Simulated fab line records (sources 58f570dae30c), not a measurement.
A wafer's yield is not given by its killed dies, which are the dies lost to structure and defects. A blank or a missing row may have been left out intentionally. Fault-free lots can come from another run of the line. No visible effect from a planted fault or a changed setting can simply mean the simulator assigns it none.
Matching of chambers	flow berkeley_cmos170	UCB170_V1_CMP_02 on cmp-02: 4 sister chambers
The step polishes SiO2. 8 wafers are shown with their chamber, then 8 later ones without.

WAFERS, EACH WITH ITS CHAMBER
wafer	chamber	motor_current_A (A)
L630.3	3	16.9
L632.1	0	15.8
L632.5	3	15.8
L632.6	0	16.2
L635.4	2	14.4
L635.5	2	14.5
L635.6	1	16.7
L636.1	1	17.2

WAFERS WHOSE CHAMBER IS MISSING
wafer	motor_current_A (A)
L636.2	14.0
L636.5	17.2
L639.4	17.0
L639.5	16.5
L639.6	14.4
L648.1	15.4
L648.4	16.5
L648.5	17.6

THE CHAMBER EACH PASSED THROUGH
wafer	from the rows above	in truth
L636.2	2	2
L636.5	can't be placed: 1 or 3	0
L639.4	can't be placed: 1 or 3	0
L639.5	can't be placed: 3 or 1 or 0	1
L639.6	2	2
L648.1	can't be placed: 0 or 2 or 3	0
L648.4	can't be placed: 3 or 1 or 0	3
L648.5	can't be placed: 1 or 3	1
Placed correctly: 2 of 8. Unplaceable from these rows: 6, with the true chamber sitting among the candidates in 4. 0 placed wrongly.
How it was worked out, from the rows above alone: a wafer's distance from a chamber is the root of the sum, over the readings, of the square of ((its reading less the chamber's mean) divided by the reading's scatter). The wafer belongs to the nearest chamber; if the next one is less than 2 further off, it can't be placed. For every chamber, the mean is computed from those of its wafers that are shown. The scatter is the square root of a quotient: the sum, over the shown wafers, of each reading's squared deviation from its chamber's mean, divided by wafers minus chambers.
